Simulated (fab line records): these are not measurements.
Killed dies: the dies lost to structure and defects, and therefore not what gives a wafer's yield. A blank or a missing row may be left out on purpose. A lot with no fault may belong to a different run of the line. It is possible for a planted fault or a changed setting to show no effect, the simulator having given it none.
fab line records | flow rit-cmos
record: lots: 7 wafers: 21 last-day: 7
route steps=202 shown CONTACT@170 M1@202
lots untouched by any fault: they come from a run of this same line in which no faults occurred
start-h: hours from the record's opening day to when the first of the lot's shown wafers began | wait-h: time in hours since the lot's previous step | " same as the row above | L1.1+2: one row covering several wafers at once | - either no value or no given start | * or withheld: withheld | < > ~ a bound
route shown NAME@n: a module of which the file shows steps, and the number in the route of the first | usual: mean/standard deviation taken from wafers without a fault | same: alike in all rows | chamber/n: place in a boat | sites: the reading at each site | _std_site: their standard deviation | _edge_site: outer sites' mean less inner sites' | radius-mm: how far each site lies from the wafer's centre | mask NAME#n: copy n | behind: the tool/chamber that last shaped the wafer | hold: why the lot was held/for how many hours/how that ended | device: names the non-switching transistor (n, p or np) | end of line: the route-end tests of the same wafers | a step without rows: its recipe alone | killed: not the wafer's yield, but the dies lost to structure and defects at the first sort | map: the dies of a wafer, with x for killed, . for not killed, _ for no die there
set.NAME: the run value of the setting; set.NAME@STEP: its run value at that earlier step | model.NAME: the simulator's own value behind a step, which no gauge read
certain route steps with their lots: each step a table, each wafer a row
services: from which hour (start-h, from the record's first day; less than 0 if before it) a tool's chamber was out of use, for how many hours, and why
== steps ==
step: RIT_CONTACT_HMDS_02
recipe: prime-time-s: 60 prime-temp-c: 140
step: RIT_CONTACT_COAT_03
recipe: resist: NOVOLAK spin-rpm: 3250 resist-thk-nm: 1000
step: RIT_CONTACT_SOFTBAKE_04
recipe: resist: NOVOLAK temp-c: 90 time-s: 60
step: RIT_CONTACT_EXPOSE_05
recipe: mask-id: M11 na: 0.6 source-shape: conventional sigma-outer: 0.5 target-cd-nm: 1000 dose-mj: 250
step: RIT_CONTACT_PEB_06
recipe: resist: NOVOLAK temp-c: withheld time-s: withheld
step: RIT_CONTACT_DEVELOP_07
recipe: resist: NOVOLAK develop-time-s: 120 dev-temp-c: 23
step: RIT_CONTACT_CD_MEAS_08
recipe: target-cd-nm: 1000
usual: cd-nm: 1000.2/1.8
columns lot.wafer tool chamber start-h wait-h cd-nm
L174.1 cd-sem-01 - 76.83 - 999.2
L174.3 " - " " 997.9
L174.5 " - " " 999.1
L175.2 cd-sem-01 - 81.43 - 1000.2
L175.4 " - " " 999.3
L175.5 " - " " 998.1
L182.3 cd-sem-01 - 113.35 - 1001.0
L182.5 " - " " 998.9
L182.6 " - " " 1002.2
L185.1 cd-sem-01 - 131.77 - 1000.0
L185.3 " - " " 998.2
L185.4 " - " " 1000.0
L187.1 cd-sem-01 - 141.62 - 1004.5
L187.3 " - " " 1003.2
L187.4 " - " " 1005.3
L189.3 cd-sem-02 - 151.66 - 1001.3
L189.5 " - " " 997.4
L189.6 " - " " 998.0
L190.3 cd-sem-01 - 153.54 - 997.9
L190.5 " - " " 999.2
L190.6 " - " " 997.7
step: RIT_CONTACT_OVL_MEAS_09
usual: CONTACT_OVL: 1.5/1.3
columns lot.wafer tool chamber start-h wait-h CONTACT_OVL[nm]
L174.1 overlay-01 - 76.95 0.1 2.6
L174.3 " - " " 1.8
L174.5 " - " " 2.6
L175.2 overlay-02 - 81.53 0.1 1.2
L175.4 " - " " 0.4
L175.5 " - " " 3.7
L182.3 overlay-01 - 113.44 0.1 3.1
L182.5 " - " " 1.4
L182.6 " - " " 0.9
L185.1 overlay-01 - 131.89 0.1 1.8
L185.3 " - " " 2.2
L185.4 " - " " 0.8
L187.1 overlay-01 - 141.74 0.1 2.7
L187.3 " - " " 1.2
L187.4 " - " " 1.0
L189.3 overlay-01 - 151.75 0.1 2.1
L189.5 " - " " 3.6
L189.6 " - " " 2.4
L190.3 overlay-02 - 153.63 0.1 2.4
L190.5 " - " " 1.0
L190.6 " - " " 1.0
step: RIT_CONTACT_HARDBAKE_10
recipe: resist: NOVOLAK temp-c: 140 time-s: 60
step: RIT_CONTACT_ETCH_11
recipe: target-depth-a: 4800 over-etch-frac: 0.2 stop-on: TiSi2 chemistry: CHF3/CF4/Ar target: SiO2 CHF3_flow_sccm: 50 cf4-flow-sccm: 10 Ar_flow_sccm: 100 O2_flow_sccm: 5 pressure-mtorr: 100 rf-w: 200 time-s: 320
usual: drypump-motor-current-A: 6.0/0.36 oes-product-au: 0.991/0.012 throttle-valve-pct: 8.76/0.091
columns lot.wafer tool chamber start-h wait-h drypump-motor-current-A oes-product-au rf-hours-counter-h throttle-valve-pct
L174.1 rie-diel-01 3 77.13 0.1 5.9 0.984 114 8.71
L174.3 " 0 " " 6.3 0.977 8 8.86
L174.5 " 0 " " 6.3 0.971 - 8.88
L175.2 rie-diel-03 2 81.71 0.1 6.3 0.972 136 8.81
L175.4 " 1 " " 5.5 0.992 33 8.68
L175.5 " 0 " " 5.7 0.971 - 8.61
L182.3 rie-diel-03 1 113.61 0.1 5.5 0.988 34 8.69
L182.5 " 3 " " 6.7 1.001 - 8.87
L182.6 " 2 " " 6.3 0.968 - 8.82
L185.1 rie-diel-03 1 132.08 0.1 5.5 0.991 34 8.68
L185.3 " 3 " " 6.7 1.001 4 8.85
L185.4 " 2 " " 6.3 0.966 137 8.81
L187.1 rie-diel-01 0 141.93 0.1 6.3 0.977 9 8.89
L187.3 " 1 " " 5.5 0.995 92 8.75
L187.4 " 3 " " 6.0 0.997 116 8.70
L189.3 rie-diel-01 1 151.93 0.1 5.5 0.997 92 8.77
L189.5 " 0 " " 6.3 0.975 - 8.87
L189.6 " 3 " " 5.9 0.991 - 8.70
L190.3 rie-diel-02 1 153.80 0.1 6.5 0.996 134 8.73
L190.5 " 1 " " 6.5 1.002 - 8.75
L190.6 " 2 " " 5.5 0.992 - 8.74
step: RIT_CONTACT_STRIP_12
recipe: chemistry: O2 time-s: 180 resist: NOVOLAK platen-temp-c: withheld power-w: 500 pressure-mtorr: 4000 o2-flow-sccm: 4000
usual: drypump-motor-current-A: 6.0/0.51
columns lot.wafer tool chamber start-h wait-h drypump-motor-current-A rf-hours-counter-h
L174.1 plasma-asher-02 0 77.33 0.1 5.3 44
L174.3 " 1 " " 6.5 -
L174.5 " 1 " " 6.5 -
L175.2 plasma-asher-02 0 81.91 0.1 5.3 45
L175.4 " 1 " " 6.5 -
L175.5 " 0 " " 5.3 -
L182.3 plasma-asher-04 0 113.86 0.2 6.0 -
L182.5 " 0 " " 6.0 -
L182.6 " 1 " " 6.1 -
L185.1 plasma-asher-04 1 132.27 0.1 6.2 37
L185.3 " 1 " " 6.2 -
L185.4 " 0 " " 6.0 -
L187.1 plasma-asher-02 1 142.12 0.1 6.5 52
L187.3 " 0 " " 5.3 -
L187.4 " 1 " " 6.5 -
L189.3 plasma-asher-03 1 152.18 0.2 6.3 -
L189.5 " 1 " " 6.3 -
L189.6 " 0 " " 6.5 -
L190.3 plasma-asher-02 1 154.06 0.2 6.5 -
L190.5 " 0 " " 5.3 -
L190.6 " 1 " " 6.5 -
step: RIT_CONTACT_CD_MEAS_90
recipe: target-cd-nm: 1000
usual: cd-nm: 1000.3/1.8
columns lot.wafer tool chamber start-h wait-h cd-nm
L174.1 cd-sem-02 - 77.50 0.1 999.4
L174.3 " - " " 997.9
L174.5 " - " " 999.6
L175.2 cd-sem-01 - 82.10 0.1 1000.7
L175.4 " - " " 999.8
L175.5 " - " " 998.4
L182.3 cd-sem-02 - 114.02 0.1 1001.1
L182.5 " - " " 999.0
L182.6 " - " " 1001.8
L185.1 cd-sem-02 - 132.45 0.1 999.7
L185.3 " - " " 998.0
L185.4 " - " " 999.4
L187.1 cd-sem-01 - 142.30 0.1 1004.7
L187.3 " - " " 1002.9
L187.4 " - " " 1005.6
L189.3 cd-sem-01 - 152.34 0.1 1001.0
L189.5 " - " " 997.8
L189.6 " - " " 998.1
L190.3 cd-sem-02 - 154.21 0.1 998.6
L190.5 " - " " 998.7
L190.6 " - " " 997.9
step: RIT_CONTACT_CLEAN_13
recipe: chemistry: SC1 mix: 3:3:50 time-s: 600 temp-c: 75
usual: run-length-s: 629/3.2
columns lot.wafer tool chamber start-h wait-h run-length-s
L174.1 wet-bench-04 0 77.62 0.1 627
L174.3 " 0 " " 627
L174.5 " 0 " " 627
L175.2 wet-bench-04 0 82.20 0.1 626
L175.4 " 0 " " 626
L175.5 " 0 " " 626
L182.3 wet-bench-04 1 114.10 0.1 593
L182.5 " 1 " " 593
L182.6 " 1 " " 593
L185.1 wet-bench-04 1 132.57 0.1 592
L185.3 " 1 " " 592
L185.4 " 1 " " 592
L187.1 wet-bench-04 3 142.42 0.1 595
L187.3 " 3 " " 595
L187.4 " 3 " " 595
L189.3 wet-bench-01 3 152.42 0.1 626
L189.5 " 3 " " 626
L189.6 " 3 " " 626
L190.3 wet-bench-01 3 154.29 0.1 627
L190.5 " 3 " " 627
L190.6 " 3 " " 627
step: RIT_CONTACT_CLEAN_14
recipe: chemistry: SC2 mix: 3:3:50 time-s: 600 temp-c: 75 dry: n2-spin
step: RIT_M1_PROBE_99
usual: killed-at-contacts: 0.1/0.34 killed-at-front-end: 6.9/2.8 killed-dies: 7.1/2.8 killed-open: 3.4/1.9 killed-short: 3.6/1.7
same: gross-dies: 264 killed_at_M0_to_M3: 0 killed_at_M4_up: 0 killed-at-back-side: 0 killed-at-other: 0
columns lot.wafer tool chamber start-h wait-h killed-at-contacts killed-at-front-end killed-dies killed-open killed-short
L174.1 prober-01 - 82.11 0.1 0 5 5 2 3
L174.3 prober-01 - 82.21 0.2 0 5 5 3 2
L174.5 prober-01 - 82.31 0.2 0 10 10 5 5
L175.2 prober-02 - 86.63 0.1 0 9 9 3 6
L175.4 prober-02 - 86.73 0.2 0 6 6 3 3
L175.5 prober-02 - 86.78 0.2 0 10 10 5 5
L182.3 prober-01 - 118.91 0.2 0 8 8 6 2
L182.5 prober-01 - 119.01 0.2 0 7 7 4 3
L182.6 prober-01 - 119.06 0.2 0 10 10 6 4
L185.1 prober-02 - 137.26 0.1 0 6 6 2 4
L185.3 prober-02 - 137.36 0.2 0 4 4 1 3
L185.4 prober-02 - 137.41 0.2 0 6 6 2 4
L187.1 prober-02 - 147.65 0.1 0 5 5 3 2
L187.3 prober-02 - 147.75 0.2 0 4 4 1 3
L187.4 prober-02 - 147.80 0.2 1 3 4 2 2
L189.3 prober-01 - 157.01 0.2 0 10 10 5 5
L189.5 prober-01 - 157.11 0.2 0 10 10 4 6
L189.6 prober-01 - 157.16 0.2 0 6 6 5 1
L190.3 prober-02 - 159.01 0.2 0 12 12 7 5
L190.5 prober-02 - 159.11 0.2 0 5 5 2 3
L190.6 prober-02 - 159.16 0.2 0 12 12 10 2
killed by level:class
L174.1 GATE:geometric-particle:short=2 FOX2:geometric-particle:short=1 GATE:geometric-particle:open=1 SILICIDE:geometric-particle:open=1
L174.3 REOX:geometric-particle:short=2 GATE:geometric-particle:open=1 REOX:geometric-particle:open=1 SPACER:geometric-particle:open=1
L174.5 GATE:geometric-particle:open=2 GATE:geometric-particle:short=2 REOX:geometric-particle:short=2 FOX1:geometric-particle:open=1 REOX:geometric-particle:open=1 SPACER:geometric-particle:open=1 SILICIDE:geometric-particle:short=1
L175.2 GATE:geometric-particle:short=4 GATE:geometric-particle:open=2 FOX1:geometric-particle:short=1 REOX:geometric-particle:short=1 REOX:geometric-particle:open=1
L175.4 GATE:geometric-particle:open=3 GATE:geometric-particle:short=2 REOX:geometric-particle:short=1
L175.5 FOX1:geometric-particle:open=2 GATE:geometric-particle:short=2 REOX:geometric-particle:open=2 REOX:geometric-particle:short=2 ACTIVE:geometric-particle:short=1 FOX2:geometric-particle:open=1
L182.3 FOX2:geometric-particle:open=2 SILICIDE:geometric-particle:open=2 GATE:geometric-particle:short=1 GATE:geometric-particle:open=1 SPACER:geometric-particle:open=1 SILICIDE:geometric-particle:short=1
L182.5 GATE:geometric-particle:short=2 SILICIDE:geometric-particle:open=2 FOX2:geometric-particle:open=1 GATE:geometric-particle:open=1 SILICIDE:geometric-particle:short=1
L182.6 GATE:geometric-particle:open=2 REOX:geometric-particle:short=2 SILICIDE:geometric-particle:open=2 FOX1:geometric-particle:open=1 FOX2:geometric-particle:short=1 SPACER:geometric-particle:open=1 SPACER:geometric-particle:short=1
L185.1 SPACER:geometric-particle:short=2 GATE:geometric-particle:open=1 REOX:geometric-particle:short=1 SPACER:geometric-particle:open=1 SILICIDE:geometric-particle:short=1
L185.3 FOX2:geometric-particle:short=2 GATE:geometric-particle:short=1 REOX:geometric-particle:open=1
L185.4 SILICIDE:geometric-particle:short=2 FOX1:geometric-particle:open=1 GATE:geometric-particle:short=1 GATE:geometric-particle:open=1 SPACER:geometric-particle:short=1
L187.1 FOX1:geometric-particle:short=2 SPACER:geometric-particle:open=2 GATE:geometric-particle:open=1
L187.3 FOX1:geometric-particle:short=1 GATE:geometric-particle:short=1 GATE:geometric-particle:open=1 SILICIDE:geometric-particle:short=1
L187.4 FOX2:geometric-particle:open=1 GATE:geometric-particle:open=1 SILICIDE:geometric-particle:short=1 CONTACT:geometric-particle:short=1
L189.3 GATE:geometric-particle:open=4 GATE:geometric-particle:short=3 REOX:geometric-particle:short=1 SPACER:geometric-particle:open=1 SILICIDE:geometric-particle:short=1
L189.5 GATE:geometric-particle:short=4 GATE:geometric-particle:open=2 FOX2:geometric-particle:open=1 SPACER:geometric-particle:open=1 SPACER:geometric-particle:short=1 SILICIDE:geometric-particle:short=1
L189.6 REOX:geometric-particle:open=3 FOX2:geometric-particle:open=1 GATE:geometric-particle:open=1 SILICIDE:geometric-particle:short=1
L190.3 GATE:geometric-particle:open=5 GATE:geometric-particle:short=3 SPACER:geometric-particle:open=2 REOX:geometric-particle:short=1 SPACER:geometric-particle:short=1
L190.5 FOX1:geometric-particle:short=2 ACTIVE:geometric-particle:open=1 GATE:geometric-particle:open=1 SPACER:geometric-particle:short=1
L190.6 GATE:geometric-particle:open=4 SILICIDE:geometric-particle:open=3 FOX1:geometric-particle:open=1 GATE:geometric-particle:short=1 REOX:geometric-particle:open=1 SPACER:geometric-particle:short=1 SPACER:geometric-particle:open=1
== services ==
columns tool chamber start-h hours kind
plasma-asher-03 - 57.75 28.1 pm
rie-diel-03 - 70.76 10.0 pm
rie-diel-01 - 83.07 0.5 repair
rie-diel-03 0 87.35 15.6 repair
rie-diel-01 - 94.23 0.4 repair
wet-bench-01 - 102.91 1.9 pm
plasma-asher-03 - 105.49 1.6 repair
plasma-asher-03 - 108.75 9.0 pm
plasma-asher-03 0 108.75 9.0 vent-cycle
plasma-asher-03 1 108.75 9.0 vent-cycle
plasma-asher-03 0 117.75 - clean
plasma-asher-03 1 117.75 - clean
rie-diel-02 3 153.56 17.5 repair
== key ==
first-sign: step: RIT_CONTACT_CLEAN_13 reading: run-length-s direction: down sigmas: 11 usual: * struck: *
effect none on later readings
met-at RIT_CONTACT_CLEAN_13
struck-wafers L182.3,L182.5,L182.6,L185.1,L185.3,L185.4,L187.1,L187.3,L187.4
tester-left-out L182,L185,L187
onset-between 82.20 114.10
fault: kind: process-parameter-drift tool: wet-bench-04 chamber: - onset-h: 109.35 steps: RIT_CONTACT_CLEAN_13 channel: time-s offset: * shape: step end-h: 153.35 acts-in: * stated: *
tester-left-out: of these lots the tester's yield and bins aren't shown, on N5 and GAA mostly nor the transistor test; their killed dies are dies lost to structure and defects alone, not to doping, threshold or leakage, so they don't give the yield
